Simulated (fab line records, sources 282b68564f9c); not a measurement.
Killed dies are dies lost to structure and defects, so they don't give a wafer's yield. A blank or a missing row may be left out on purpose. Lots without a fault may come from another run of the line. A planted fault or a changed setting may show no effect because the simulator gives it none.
fab line records | flow rit_cmos
record lots=5 wafers=23
route steps=202 shown ACTIVE@9 FOX1@20 NWELL@30 PWELL@47 WELLDRIVE@50 NRETRO@61 GATE@81 REOX@101 NLDD@111 M1@202
start_h: hours from the record's first day to the start of the lot's first wafer shown | wait_h: hours since the lot's step before | " the same as in the row above | L1.1+2: a row that stands for several wafers | - no value, or no start given | * or withheld: withheld | < > ~ a bound
route shown NAME@n: a module of which the file shows steps, and the number in the route of the first | usual: mean/standard deviation of fault-free wafers | same: alike in all rows | chamber/n: place in a boat | sites: the reading at each site | _std_site: their standard deviation | _edge_site: outer sites' mean less inner sites' | radius_mm: how far each site lies from the wafer's centre | mask NAME#n: copy n | behind: the tool/chamber that last shaped the wafer | hold: why the lot was held/for how many hours/how that ended | device: the transistor (n, p or np) that didn't switch | end of line: the same wafers' tests at the end of the route | a step without rows: its recipe alone | killed: dies lost to structure and defects at the first sort, not the wafer's yield | map: a wafer's dies, x killed, . not, _ none there
set.NAME: the setting as run; set.NAME@STEP: as run at that earlier step | model.NAME: the simulator's own value behind a step, which no gauge read
lots whose settings were changed on purpose; a table a step, a row a wafer
## steps
# step RIT_ACTIVE_EXPOSE_08
# recipe mask_id=M1 na=0.6 source_shape=conventional sigma_outer=0.6 target_cd_nm=1400 dose_mj=225
# columns lot.wafer tool chamber start_h wait_h mask set.dose_mj
L074.1+4 iline_stepper-01 0 14.04 0.1 M1#0 225
L074.2+3+5 " 0 " " M1#0 210.8
L077.2+3+4+5+6 iline_stepper-01 0 30.09 0.2 M1#0 225
L078.1+6 iline_stepper-01 0 38.32 0.1 M1#0 225
L078.3+4+5 " 0 " " M1#0 239.6
L082.1+3+6 iline_stepper-02 0 55.79 0.1 M1#0 225
L082.4+5 " 0 " " M1#0 235.8
L085.2+5+6 iline_stepper-01 0 69.27 0.2 M1#0 225
# step RIT_ACTIVE_PEB_09
# recipe resist=NOVOLAK temp_c=withheld time_s=withheld
# step RIT_ACTIVE_DEVELOP_10
# recipe resist=NOVOLAK develop_time_s=48.2 dev_temp_c=23
# columns lot.wafer tool chamber start_h wait_h set.dose_mj@ACTIVE_EXPOSE_08 model.ACTIVE.cd_nm
L074.1 litho_track-04 0 - - 225 1400
L074.2 " 0 " " 210.8 1420
L074.3 " 0 " " 210.8 1417
L074.4 " 0 " " 225 1402
L074.5 " 0 " " 210.8 1419
L077.2 litho_track-04 0 - - 225 1397
L077.3+5 " 0 " " 225 1399
L077.4 " 0 " " 225 1398
L077.6 " 0 " " 225 1395
L078.1 litho_track-01 0 - - 225 1401
L078.3+4 " 0 " " 239.6 1386
L078.5 " 0 " " 239.6 1383
L078.6 " 0 " " 225 1404
L082.1 litho_track-02 0 - - 225 1401
L082.3 " 0 " " 225 1402
L082.4 " 0 " " 235.8 1387
L082.5 " 0 " " 235.8 1389
L082.6 " 0 " " 225 1403
L085.2 litho_track-01 0 - - 225 1405
L085.5+6 " 0 " " 225 1402
# step RIT_ACTIVE_CD_MEAS_11
# recipe target_cd_nm=1400
# usual cd_nm=1401.3/2.2
# columns lot.wafer tool chamber start_h wait_h set.dose_mj@ACTIVE_EXPOSE_08 cd_nm
L074.1 cd_sem-02 - 14.44 - 225 1400.2
L074.2 " - " " 210.8 1420.6
L074.3 " - " " 210.8 1416.8
L074.4 " - " " 225 1402.6
L074.5 " - " " 210.8 1419.0
L077.2 cd_sem-02 - 30.49 - 225 1397.1
L077.3 " - " " 225 1399.2
L077.4 " - " " 225 1397.8
L077.5 " - " " 225 1398.9
L077.6 " - " " 225 1395.3
L078.1 cd_sem-02 - 38.72 - 225 1400.9
L078.3 " - " " 239.6 1386.4
L078.4 " - " " 239.6 1385.9
L078.5 " - " " 239.6 1383.5
L078.6 " - " " 225 1403.6
L082.1 cd_sem-02 - 56.19 - 225 1400.9
L082.3 " - " " 225 1402.1
L082.4 " - " " 235.8 1387.1
L082.5 " - " " 235.8 1389.0
L082.6 " - " " 225 1402.4
L085.2 cd_sem-02 - 69.68 - 225 1405.1
L085.5 " - " " 225 1402.2
L085.6 " - " " 225 1401.7
# step RIT_ACTIVE_HARDBAKE_12
# recipe resist=NOVOLAK temp_c=140 time_s=60
# step RIT_ACTIVE_ETCH_13
# recipe stop_on=SiO2 chemistry=SF6 target=Si3N4 time_s=210 over_etch_frac=0.4 SF6_flow_sccm=200 pressure_mtorr=260 rf_w=125 target_depth_a=2100
# step RIT_ACTIVE_STRIP_14
# recipe chemistry=O2 time_s=180 resist=NOVOLAK platen_temp_c=withheld power_w=500 pressure_mtorr=4000 o2_flow_sccm=4000
# step RIT_ACTIVE_CD_MEAS_90
# recipe target_cd_nm=1400
# usual cd_nm=1401.4/2.1
# columns lot.wafer tool chamber start_h wait_h set.dose_mj@ACTIVE_EXPOSE_08 cd_nm
L074.1 cd_sem-02 - 15.02 0.1 225 1400.2
L074.2 " - " " 210.8 1420.6
L074.3 " - " " 210.8 1417.2
L074.4 " - " " 225 1402.1
L074.5 " - " " 210.8 1418.8
L077.2 cd_sem-01 - 31.07 0.1 225 1397.1
L077.3 " - " " 225 1399.2
L077.4 " - " " 225 1398.2
L077.5 " - " " 225 1398.9
L077.6 " - " " 225 1395.8
L078.1 cd_sem-01 - 39.30 0.1 225 1401.2
L078.3 " - " " 239.6 1386.3
L078.4 " - " " 239.6 1385.9
L078.5 " - " " 239.6 1383.3
L078.6 " - " " 225 1403.7
L082.1 cd_sem-02 - 56.97 0.1 225 1401.1
L082.3 " - " " 225 1402.0
L082.4 " - " " 235.8 1387.3
L082.5 " - " " 235.8 1389.8
L082.6 " - " " 225 1402.7
L085.2 cd_sem-02 - 70.25 0.1 225 1404.9
L085.5 " - " " 225 1401.9
L085.6 " - " " 225 1401.6
# step RIT_FOX1_OXIDATION_00
# recipe temp_c=1100 ambient=H2O target_thk_a=3507 p_h2o_torr=720 ox_time_s=1130
# columns lot.wafer tool chamber start_h wait_h set.ox_time_s model.SiO2_of_FOX1_OXIDATION_00.thk_nm
L074.1 - - - 1.3 1060 326.4
L074.2 " - " " 1060 330.2
L074.3 " - " " 1060 330.5
L074.4 " - " " 1060 327.6
L074.5 " - " " 1060 329.1
L077.2 - - - 0.7 1044 327.3
L077.3 " - " " 1044 326.1
L077.4 " - " " 1044 332.8
L077.5 " - " " 1044 328.7
L077.6 " - " " 1044 328.4
L078.1 - - - 0.2 1130 347.1
L078.3 " - " " 1130 353.5
L078.4 " - " " 1130 347.2
L078.5 " - " " 1130 346
L078.6 " - " " 1130 349.3
L082.1 - - - 2.2 983.3 317.3
L082.3 " - " " 983.3 308.6
L082.4 " - " " 983.3 316.2
L082.5 " - " " 983.3 321.2
L082.6 " - " " 983.3 319.1
L085.2 furnace-01 0 74.23 3.5 1130 344.4
L085.5 " 0 " " 1130 349.8
L085.6 " 0 " " 1130 338.3
# step RIT_FOX1_THK_MEAS_01
# recipe reads=SiO2_of_FOX1_OXIDATION_00
# usual FOX1_OXIDE_THK=346/4.2
# columns lot.wafer tool chamber start_h wait_h set.ox_time_s@FOX1_OXIDATION_00 FOX1_OXIDE_THK[nm]
L074.1 film_metro-02 - - - 1060 326
L074.2 " - " " 1060 330
L074.3 " - " " 1060 331
L074.4 " - " " 1060 327
L074.5 " - " " 1060 329
L077.2 film_metro-03 - - - 1044 327
L077.3 " - " " 1044 326
L077.4 " - " " 1044 333
L077.5 " - " " 1044 329
L077.6 " - " " 1044 328
L078.1 film_metro-02 - - - 1130 347
L078.3 " - " " 1130 354
L078.4 " - " " 1130 347
L078.5 " - " " 1130 346
L078.6 " - " " 1130 349
L082.1 film_metro-02 - - - 983.3 317
L082.3 " - " " 983.3 309
L082.4 " - " " 983.3 316
L082.5 " - " " 983.3 321
L082.6 " - " " 983.3 319
L085.2 film_metro-03 - 75.55 0.0 1130 344
L085.5 " - " " 1130 350
L085.6 " - " " 1130 338
# step RIT_NWELL_SOFTBAKE_02
# recipe resist=NOVOLAK temp_c=90 time_s=60
# columns lot.wafer tool chamber start_h wait_h set.temp_c model.NOVOLAK_of_NWELL_COAT_01.thk_nm
L074.1 litho_track-03 0 21.09 0.1 92.5 1293
L074.2 " 0 " " 90 1301
L074.3 " 0 " " 90 1305
L074.4 " 0 " " 92.5 1295
L074.5 " 0 " " 92.5 1294
L077.2 litho_track-02 0 36.30 0.1 90 1295
L077.3 " 0 " " 91.79 1289
L077.4 " 0 " " 90 1299
L077.5 " 0 " " 91.79 1293
L077.6 " 0 " " 90 1302
L078.1 litho_track-02 0 44.19 0.1 90 1305
L078.3 " 0 " " 93.13 1288
L078.4 " 0 " " 93.13 1287
L078.5 " 0 " " 90 1298
L078.6 " 0 " " 90 1301
L082.1+4+5 litho_track-01 0 65.86 0.1 91.34 1294
L082.3 " 0 " " 90 1299
L082.6 " 0 " " 90 1302
L085.2 litho_track-03 0 79.54 0.1 90 1300
L085.5 " 0 " " 90 1298
L085.6 " 0 " " 90 1301
# step RIT_NWELL_IMPLANT_08
# recipe species=P energy_kev=170 dose_cm2=5e+13 tilt_deg=7
# columns lot.wafer tool chamber start_h wait_h set.energy_kev model.implant.rp_nm model.implant.drp_nm
L074.1+2+4 implanter-03 0 21.95 0.2 173 212.1 69.73
L074.3+5 " 0 " " 170 208.3 68.82
L077.2+5 implanter-04 0 37.29 0.2 170 209.3 68.82
L077.3+4+6 " 0 " " 166.8 205.2 67.87
L078.1+4+6 implanter-02 0 45.19 0.2 170 211.7 68.82
L078.3+5 " 0 " " 164.5 204.7 67.18
L082.1+3+4+5+6 implanter-02 0 67.15 0.2 170 216 68.82
L085.2+5+6 implanter-03 0 80.53 0.2 170 220.4 68.82
# step RIT_PWELL_IMPLANT_08
# recipe species=B energy_kev=170 dose_cm2=7e+13 tilt_deg=7
# columns lot.wafer tool chamber start_h wait_h set.dose_cm2
L074.1+3 implanter-04 0 23.76 0.2 6.839e+13
L074.2+4+5 " 0 " " 7e+13
L077.2+3 implanter-01 0 39.18 0.2 7.442e+13
L077.4+5+6 " 0 " " 7e+13
L078.1+3+4+5+6 implanter-01 0 47.03 0.2 7e+13
L082.1+6 implanter-04 0 68.76 0.2 7.516e+13
L082.3+4+5 " 0 " " 7e+13
L085.2+5+6 implanter-02 0 82.21 0.2 7e+13
# step RIT_PWELL_STRIP_09
# recipe chemistry=O2 time_s=180 resist=NOVOLAK platen_temp_c=withheld power_w=500 pressure_mtorr=4000 o2_flow_sccm=4000
# step RIT_PWELL_TW_MEAS_10
# usual PWELL_TW=947/6.8
# columns lot.wafer tool chamber start_h wait_h set.dose_cm2@PWELL_IMPLANT_08 PWELL_TW
L074.1 film_metro-01 - 24.09 0.1 6.839e+13 951
L074.2 " - " " 7e+13 958
L074.3 " - " " 6.839e+13 944
L074.4 " - " " 7e+13 954
L074.5 " - " " 7e+13 956
L077.2 film_metro-01 - 39.49 0.1 7.442e+13 972
L077.3 " - " " 7.442e+13 970
L077.4 " - " " 7e+13 957
L077.5 " - " " 7e+13 957
L077.6 " - " " 7e+13 945
L078.1 film_metro-02 - 47.36 0.1 7e+13 947
L078.3 " - " " 7e+13 947
L078.4 " - " " 7e+13 948
L078.5 " - " " 7e+13 947
L078.6 " - " " 7e+13 949
L082.1 film_metro-02 - 69.08 0.1 7.516e+13 964
L082.3 " - " " 7e+13 944
L082.4 " - " " 7e+13 950
L082.5 " - " " 7e+13 944
L082.6 " - " " 7.516e+13 960
L085.2 film_metro-02 - 82.52 0.1 7e+13 938
L085.5 " - " " 7e+13 938
L085.6 " - " " 7e+13 942
# step RIT_WELLDRIVE_ANNEAL_00
# recipe temp_c=1100 time_s=14700 ambient=N2
# step RIT_WELLDRIVE_RS_MEAS_02
# recipe thk_meas_gauge=four-point-probe
# usual PWELL_RS=429.9/1.3
# columns lot.wafer tool chamber start_h wait_h set.dose_cm2@PWELL_IMPLANT_08 PWELL_RS[ohm/sq]
L074.1 film_metro-02 - 30.11 0.1 6.839e+13 435.0
L074.2 " - " " 7e+13 429.1
L074.3 " - " " 6.839e+13 437.0
L074.4 " - " " 7e+13 428.6
L074.5 " - " " 7e+13 429.4
L077.2 film_metro-01 - 44.76 0.1 7.442e+13 415.2
L077.3 " - " " 7.442e+13 415.5
L077.4 " - " " 7e+13 429.9
L077.5 " - " " 7e+13 431.3
L077.6 " - " " 7e+13 430.8
L078.1 film_metro-01 - 53.57 0.1 7e+13 430.2
L078.3 " - " " 7e+13 429.3
L078.4 " - " " 7e+13 432.1
L078.5 " - " " 7e+13 430.5
L078.6 " - " " 7e+13 430.2
L082.1 film_metro-02 - 74.35 0.1 7.516e+13 409.5
L082.3 " - " " 7e+13 428.9
L082.4 " - " " 7e+13 426.8
L082.5 " - " " 7e+13 429.6
L082.6 " - " " 7.516e+13 410.1
L085.2 film_metro-04 - 88.36 0.1 7e+13 429.6
L085.5 " - " " 7e+13 429.1
L085.6 " - " " 7e+13 429.7
# step RIT_NRETRO_IMPLANT_08
# recipe species=P energy_kev=70 dose_cm2=1e+13 tilt_deg=7
# columns lot.wafer tool chamber start_h wait_h set.energy_kev model.implant.rp_nm model.implant.drp_nm
L074.1+4 implanter-04 0 31.52 0.2 74.13 90.53 35.61
L074.2+3+5 " 0 " " 70 85.35 33.94
L077.2+3+5 implanter-01 0 46.18 0.2 70 86.26 33.94
L077.4+6 " 0 " " 67.21 82.73 32.78
L078.1+3+4 implanter-03 0 55.22 0.2 65.8 82.53 32.19
L078.5+6 " 0 " " 70 87.95 33.94
L082.1+4+6 implanter-03 0 75.76 0.2 70 85.86 33.94
L082.3+5 " 0 " " 65.85 80.63 32.21
L085.2+5+6 implanter-03 0 89.77 0.2 70 86.08 33.94
# step RIT_NRETRO_STRIP_09
# recipe chemistry=O2 time_s=180 resist=NOVOLAK platen_temp_c=withheld power_w=500 pressure_mtorr=4000 o2_flow_sccm=4000
# step RIT_NRETRO_TW_MEAS_10
# usual NRETRO_TW=1054/3.3
# columns lot.wafer tool chamber start_h wait_h set.energy_kev@NRETRO_IMPLANT_08 NRETRO_TW
L074.1 film_metro-01 - 31.84 0.1 74.13 1069
L074.2 " - " " 70 1050
L074.3 " - " " 70 1059
L074.4 " - " " 74.13 1077
L074.5 " - " " 70 1055
L077.2 film_metro-01 - 46.49 0.1 70 1059
L077.3 " - " " 70 1059
L077.4 " - " " 67.21 1042
L077.5 " - " " 70 1050
L077.6 " - " " 67.21 1041
L078.1 film_metro-04 - 55.55 0.1 65.8 1031
L078.3 " - " " 65.8 1035
L078.4 " - " " 65.8 1035
L078.5 " - " " 70 1055
L078.6 " - " " 70 1061
L082.1 film_metro-03 - 76.08 0.1 70 1052
L082.3 " - " " 65.85 1034
L082.4 " - " " 70 1053
L082.5 " - " " 65.85 1032
L082.6 " - " " 70 1054
L085.2 film_metro-03 - 90.08 0.1 70 1048
L085.5 " - " " 70 1051
L085.6 " - " " 70 1051
# step RIT_GATE_OXIDATION_05
# recipe temp_c=900 ambient=O2 target_thk_a=30 ox_time_s=270
# columns lot.wafer tool chamber start_h wait_h set.temp_c model.SiO2_of_GATE_OXIDATION_05.thk_nm
L074.1 - - - 0.1 917.6 3.711
L074.2 " - " " 917.6 3.67
L074.3 " - " " 917.6 3.687
L074.4 " - " " 917.6 3.701
L074.5 " - " " 917.6 3.668
L077.2+5 - - - 0.8 919.7 3.777
L077.3 " - " " 919.7 3.749
L077.4 " - " " 919.7 3.742
L077.6 " - " " 919.7 3.774
L078.1 - - - 3.1 915.1 3.619
L078.3 " - " " 915.1 3.61
L078.4 " - " " 915.1 3.6
L078.5 " - " " 915.1 3.58
L078.6 " - " " 915.1 3.59
L082.1 - - - 0.1 887.6 2.66
L082.3 " - " " 887.6 2.633
L082.4 " - " " 887.6 2.642
L082.5 " - " " 887.6 2.645
L082.6 " - " " 887.6 2.641
L085.2 furnace-04 0 92.16 0.0 900 3.014
L085.5 " 0 " " 900 2.966
L085.6 " 0 " " 900 3.011
# step RIT_GATE_ANNEAL_06
# recipe temp_c=900 time_s=600 ambient=N2O
# step RIT_GATE_THK_MEAS_07
# recipe reads=SiO2_of_GATE_OXIDATION_05
# usual GATE_OXIDE_THK=3.03/0.061
# columns lot.wafer tool chamber start_h wait_h set.temp_c@GATE_OXIDATION_05 GATE_OXIDE_THK[nm]
L074.1 film_metro-03 - 35.32 0.0 917.6 3.69
L074.2 " - " " 917.6 3.66
L074.3 " - " " 917.6 3.70
L074.4 " - " " 917.6 3.71
L074.5 " - " " 917.6 3.66
L077.2 film_metro-03 - 52.25 0.0 919.7 3.77
L077.3 " - " " 919.7 3.75
L077.4 " - " " 919.7 3.73
L077.5 " - " " 919.7 3.78
L077.6 " - " " 919.7 3.75
L078.1 film_metro-03 - 63.63 0.0 915.1 3.63
L078.3 " - " " 915.1 3.65
L078.4 " - " " 915.1 3.60
L078.5 " - " " 915.1 3.55
L078.6 " - " " 915.1 3.58
L082.1 film_metro-03 - 80.70 0.0 887.6 2.65
L082.3 " - " " 887.6 2.63
L082.4 " - " " 887.6 2.62
L082.5 " - " " 887.6 2.65
L082.6 " - " " 887.6 2.63
L085.2 film_metro-03 - 94.81 0.0 900 3.01
L085.5 " - " " 900 2.99
L085.6 " - " " 900 3.01
# step RIT_REOX_OXIDATION_03
# recipe temp_c=900 ambient=O2 target_thk_a=252 ox_time_s=5580
# columns lot.wafer tool chamber start_h wait_h set.ox_time_s model.SiO2_of_REOX_OXIDATION_03.thk_nm
L074.1 - - - 0.6 5360 24.21
L074.2 " - " " 5360 23.71
L074.3 " - " " 5360 24.2
L074.4 " - " " 5360 23.94
L074.5 " - " " 5360 24.23
L077.2 - - - 0.0 5580 25.44
L077.3 " - " " 5580 25.42
L077.4 " - " " 5580 25.3
L077.5 " - " " 5580 25.2
L077.6 " - " " 5580 25.18
L078.1 - - - 0.0 5872 27.27
L078.3 " - " " 5872 26.78
L078.4 " - " " 5872 27.34
L078.5 " - " " 5872 27.2
L078.6 " - " " 5872 27.18
L082.1 - - - 0.3 5289 23.24
L082.3 " - " " 5289 24.41
L082.4 " - " " 5289 24.01
L082.5 " - " " 5289 23.84
L082.6 " - " " 5289 24.31
L085.2 furnace-01 0 99.44 0.0 5580 25.38
L085.5 " 0 " " 5580 25.65
L085.6 " 0 " " 5580 25.54
# step RIT_NLDD_IMPLANT_08
# recipe species=P energy_kev=20 dose_cm2=5e+14 tilt_deg=7
# columns lot.wafer tool chamber start_h wait_h set.dose_cm2
L074.1+2+3+4+5 implanter-02 0 46.71 0.1 5e+14
L077.2+3+4 implanter-02 0 60.80 0.1 5e+14
L077.5+6 " 0 " " 4.727e+14
L078.1+3+4+5+6 implanter-04 0 72.56 0.1 5e+14
L082.1+4 implanter-03 0 92.41 0.1 5e+14
L082.3+5+6 " 0 " " 4.692e+14
L085.2+5+6 implanter-02 0 103.43 0.1 5e+14
# step RIT_NLDD_STRIP_09
# recipe chemistry=O2 time_s=180 resist=NOVOLAK platen_temp_c=withheld power_w=500 pressure_mtorr=4000 o2_flow_sccm=4000
# step RIT_NLDD_TW_MEAS_10
# usual NLDD_TW=2490/10
# columns lot.wafer tool chamber start_h wait_h set.dose_cm2@NLDD_IMPLANT_08 NLDD_TW
L074.1 film_metro-01 - 47.03 0.1 5e+14 2492
L074.2 " - " " 5e+14 2499
L074.3 " - " " 5e+14 2489
L074.4 " - " " 5e+14 2498
L074.5 " - " " 5e+14 2500
L077.2 film_metro-04 - 61.11 0.1 5e+14 2481
L077.3 " - " " 5e+14 2488
L077.4 " - " " 5e+14 2487
L077.5 " - " " 4.727e+14 2461
L077.6 " - " " 4.727e+14 2449
L078.1 film_metro-04 - 72.88 0.1 5e+14 2505
L078.3 " - " " 5e+14 2503
L078.4 " - " " 5e+14 2510
L078.5 " - " " 5e+14 2502
L078.6 " - " " 5e+14 2500
L082.1 film_metro-04 - 92.74 0.1 5e+14 2501
L082.3 " - " " 4.692e+14 2460
L082.4 " - " " 5e+14 2492
L082.5 " - " " 4.692e+14 2449
L082.6 " - " " 4.692e+14 2449
L085.2 film_metro-04 - 103.74 0.1 5e+14 2479
L085.5 " - " " 5e+14 2480
L085.6 " - " " 5e+14 2482
# step RIT_M1_PROBE_99
# usual killed_at_contacts=0.1/0.36 killed_at_front_end=7/3.1 killed_dies=7/3.3 killed_open=3.8/2.5 killed_short=3.4/2.1
# same gross_dies=264 killed_at_M0_to_M3=0 killed_at_M4_up=0 killed_at_back_side=0 killed_at_other=0
# columns lot.wafer tool chamber start_h wait_h set.temp_c@GATE_OXIDATION_05 killed_at_contacts killed_at_front_end killed_dies killed_open killed_short model.etest.nmos_0p15.drive_ua_um model.etest.nmos_0p3.drive_ua_um model.etest.nmos_0p3.r_on_ohm_um model.etest.nmos_narrow.drive_ua_um model.etest.pmos_0p3.r_on_ohm_um
L074.1 prober-02 - 62.77 0.1 917.6 0 3 3 2 1 395.1 168.5 2476 168.6 7436
L074.2 prober-02 - 62.82 0.1 917.6 0 6 6 2 4 400.6 170.5 2457 176.2 7254
L074.3 prober-02 - 62.87 0.2 917.6 0 9 9 4 5 396.3 170.9 2460 174.3 7412
L074.4 prober-02 - 62.92 0.2 917.6 0 5 5 1 4 387.9 167.4 2522 168 7373
L074.5 prober-02 - 62.97 0.2 917.6 0 9 9 7 2 389.8 170 2466 173.3 7356
L077.2 prober-01 - 76.28 0.1 919.7 1 12 13 7 6 372 160.8 2569 162.2 7644
L077.3 prober-01 - 76.33 0.2 919.7 0 2 2 1 1 374.9 161.1 2534 161.4 7534
L077.4 prober-01 - 76.38 0.2 919.7 0 8 8 3 5 380.9 168.5 2497 169.8 7697
L077.5 prober-01 - 76.43 0.2 919.7 0 7 7 5 2 372.5 165 2547 165.5 7620
L077.6 prober-01 - 76.48 0.2 919.7 0 6 6 3 3 369.2 165.1 2537 163.7 7665
L078.1 prober-02 - 87.61 0.1 915.1 0 7 7 4 3 372.1 172.2 2500 167.7 7602
L078.3 prober-02 - 87.71 0.2 915.1 0 7 7 2 5 373.9 172.7 2498 164.7 7561
L078.4 prober-02 - 87.76 0.2 915.1 0 2 2 1 1 364.5 173.1 2538 166.6 7696
L078.5 prober-02 - 87.81 0.2 915.1 1 7 8 3 5 363.4 174.7 2507 168.4 7426
L078.6 prober-02 - 87.86 0.2 915.1 0 7 7 4 3 375.9 175.1 2512 173.3 7471
L082.1 prober-02 - 108.51 0.1 887.6 0 6 6 3 3 517.9 242.2 2031 248.5 5365
L082.3 prober-02 - 108.61 0.2 887.6 0 3 3 1 2 495.3 248.9 2060 257.3 5588
L082.4 prober-02 - 108.66 0.2 887.6 0 4 4 2 2 520.2 255.8 2027 257.5 5452
L082.5 prober-02 - 108.71 0.2 887.6 0 12 12 6 6 509.7 251.8 2047 254.1 5470
L082.6 prober-02 - 108.76 0.2 887.6 0 16 16 11 5 479.8 241.1 2145 244.5 5628
L085.2 prober-01 - 119.70 0.1 900 0 4 4 2 2 450.9 227.7 2254 225 6539
L085.5 prober-01 - 119.85 0.2 900 0 6 6 5 1 455.9 230.9 2216 228.9 6464
L085.6 prober-01 - 119.90 0.2 900 0 11 11 7 4 465.9 228.9 2189 225.6 6419
# killed by level:class
L074.1 SPACER:geometric_particle:open=2 FOX1:geometric_particle:short=1
L074.2 FOX2:geometric_particle:short=1 FOX2:geometric_particle:open=1 GATE:geometric_particle:open=1 GATE:geometric_particle:short=1 REOX:geometric_particle:short=1 SPACER:geometric_particle:short=1
L074.3 GATE:geometric_particle:open=4 GATE:geometric_particle:short=3 FOX1:geometric_particle:short=1 REOX:geometric_particle:short=1
L074.4 FOX1:geometric_particle:short=2 GATE:geometric_particle:open=1 GATE:geometric_particle:short=1 SILICIDE:geometric_particle:short=1
L074.5 SILICIDE:geometric_particle:open=3 GATE:geometric_particle:open=2 SILICIDE:geometric_particle:short=2 FOX1:geometric_particle:open=1 FOX2:geometric_particle:open=1
L077.2 GATE:geometric_particle:short=4 GATE:geometric_particle:open=3 SPACER:geometric_particle:short=2 FOX2:geometric_particle:open=1 REOX:geometric_particle:open=1 SPACER:geometric_particle:open=1 CONTACT:geometric_particle:open=1
L077.3 FOX2:geometric_particle:open=1 GATE:geometric_particle:short=1
L077.4 FOX2:geometric_particle:short=2 GATE:geometric_particle:short=2 FOX1:geometric_particle:open=1 FOX2:geometric_particle:open=1 GATE:geometric_particle:open=1 SPACER:geometric_particle:short=1
L077.5 REOX:geometric_particle:open=2 GATE:geometric_particle:open=2 FOX2:geometric_particle:short=1 GATE:geometric_particle:short=1 SPACER:geometric_particle:open=1
L077.6 FOX1:geometric_particle:open=1 GATE:geometric_particle:short=1 SPACER:geometric_particle:short=1 SPACER:geometric_particle:open=1 SILICIDE:geometric_particle:open=1 SILICIDE:geometric_particle:short=1
L078.1 GATE:geometric_particle:open=2 FOX1:geometric_particle:open=1 FOX1:geometric_particle:short=1 GATE:geometric_particle:short=1 REOX:geometric_particle:open=1 SPACER:geometric_particle:short=1
L078.3 GATE:geometric_particle:short=4 GATE:geometric_particle:open=1 REOX:geometric_particle:short=1 REOX:geometric_particle:open=1
L078.4 FOX1:geometric_particle:open=1 REOX:geometric_particle:short=1
L078.5 GATE:geometric_particle:open=2 FOX1:geometric_particle:open=1 FOX2:geometric_particle:short=1 GATE:geometric_particle:short=1 REOX:geometric_particle:short=1 SPACER:geometric_particle:short=1 CONTACT:geometric_particle:short=1
L078.6 REOX:geometric_particle:open=2 FOX2:geometric_particle:open=1 GATE:geometric_particle:open=1 REOX:geometric_particle:short=1 SPACER:geometric_particle:short=1 SILICIDE:geometric_particle:short=1
L082.1 FOX1:geometric_particle:short=2 FOX2:geometric_particle:short=1 REOX:geometric_particle:open=1 SPACER:geometric_particle:open=1 SILICIDE:geometric_particle:open=1
L082.3 FOX1:geometric_particle:short=1 FOX1:geometric_particle:open=1 REOX:geometric_particle:short=1
L082.4 GATE:geometric_particle:open=1 REOX:geometric_particle:short=1 REOX:geometric_particle:open=1 SPACER:geometric_particle:short=1
L082.5 GATE:geometric_particle:open=5 FOX2:geometric_particle:short=2 GATE:geometric_particle:short=2 FOX1:geometric_particle:short=1 FOX2:geometric_particle:open=1 SPACER:geometric_particle:short=1
L082.6 GATE:geometric_particle:open=5 GATE:geometric_particle:short=3 FOX1:geometric_particle:open=2 FOX2:geometric_particle:open=2 FOX1:geometric_particle:short=1 FOX2:geometric_particle:short=1 REOX:geometric_particle:open=1 SILICIDE:geometric_particle:open=1
L085.2 GATE:geometric_particle:open=2 SPACER:geometric_particle:short=1 SILICIDE:geometric_particle:short=1
L085.5 GATE:geometric_particle:open=2 SPACER:geometric_particle:open=2 GATE:geometric_particle:short=1 SILICIDE:geometric_particle:open=1
L085.6 SPACER:geometric_particle:open=4 FOX1:geometric_particle:open=2 SILICIDE:geometric_particle:short=2 GATE:geometric_particle:short=1 GATE:geometric_particle:open=1 SPACER:geometric_particle:short=1
## key
split step=RIT_ACTIVE_EXPOSE_08 setting=dose_mj stated=225 by=wafer
response step=RIT_ACTIVE_DEVELOP_10 reading=model.ACTIVE.cd_nm change=-2.72 per=1% r=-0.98
response step=RIT_ACTIVE_CD_MEAS_11 reading=cd_nm change=-2.72 per=1% r=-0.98
response step=RIT_ACTIVE_CD_MEAS_90 reading=cd_nm change=-2.75 per=1% r=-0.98
split step=RIT_FOX1_OXIDATION_00 setting=ox_time_s stated=1130 by=lot
response step=RIT_FOX1_OXIDATION_00 reading=model.SiO2_of_FOX1_OXIDATION_00.thk_nm change=+2.37 per=1% r=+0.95
response step=RIT_FOX1_THK_MEAS_01 reading=FOX1_OXIDE_THK change=+2.37 per=1% r=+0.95
split step=RIT_NWELL_SOFTBAKE_02 setting=temp_c stated=90 by=wafer
response step=RIT_NWELL_SOFTBAKE_02 reading=model.NOVOLAK_of_NWELL_COAT_01.thk_nm change=-3.72 per=1% r=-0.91
split step=RIT_NWELL_IMPLANT_08 setting=energy_kev stated=170 by=wafer
response step=RIT_NWELL_IMPLANT_08 reading=model.implant.rp_nm change=+2.16 per=1% r=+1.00
response step=RIT_NWELL_IMPLANT_08 reading=model.implant.drp_nm change=+0.51 per=1% r=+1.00
split step=RIT_PWELL_IMPLANT_08 setting=dose_cm2 stated=7e+13 by=wafer
response step=RIT_PWELL_TW_MEAS_10 reading=PWELL_TW change=+2.54 per=1% r=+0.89
response step=RIT_WELLDRIVE_RS_MEAS_02 reading=PWELL_RS change=-2.52 per=1% r=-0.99
split step=RIT_NRETRO_IMPLANT_08 setting=energy_kev stated=70 by=wafer
response step=RIT_NRETRO_IMPLANT_08 reading=model.implant.rp_nm change=+0.887 per=1% r=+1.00
response step=RIT_NRETRO_IMPLANT_08 reading=model.implant.drp_nm change=+0.289 per=1% r=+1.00
response step=RIT_NRETRO_TW_MEAS_10 reading=NRETRO_TW change=+3.54 per=1% r=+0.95
split step=RIT_GATE_OXIDATION_05 setting=temp_c stated=900 by=lot
response step=RIT_GATE_OXIDATION_05 reading=model.SiO2_of_GATE_OXIDATION_05.thk_nm change=+0.318 per=1% r=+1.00
response step=RIT_GATE_THK_MEAS_07 reading=GATE_OXIDE_THK change=+0.319 per=1% r=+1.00
response step=RIT_M1_PROBE_99 reading=model.etest.pmos_0p3.r_on_ohm_um change=+592 per=1% r=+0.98
response step=RIT_M1_PROBE_99 reading=model.etest.nmos_0p3.r_on_ohm_um change=+135 per=1% r=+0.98
response step=RIT_M1_PROBE_99 reading=model.etest.nmos_0p15.drive_ua_um change=-37.4 per=1% r=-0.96
response step=RIT_M1_PROBE_99 reading=model.etest.nmos_0p3.drive_ua_um change=-24.6 per=1% r=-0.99
response step=RIT_M1_PROBE_99 reading=model.etest.nmos_narrow.drive_ua_um change=-25.7 per=1% r=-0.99
split step=RIT_REOX_OXIDATION_03 setting=ox_time_s stated=5580 by=lot
response step=RIT_REOX_OXIDATION_03 reading=model.SiO2_of_REOX_OXIDATION_03.thk_nm change=+0.316 per=1% r=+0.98
split step=RIT_NLDD_IMPLANT_08 setting=dose_cm2 stated=5e+14 by=wafer
response step=RIT_NLDD_TW_MEAS_10 reading=NLDD_TW change=+6.44 per=1% r=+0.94
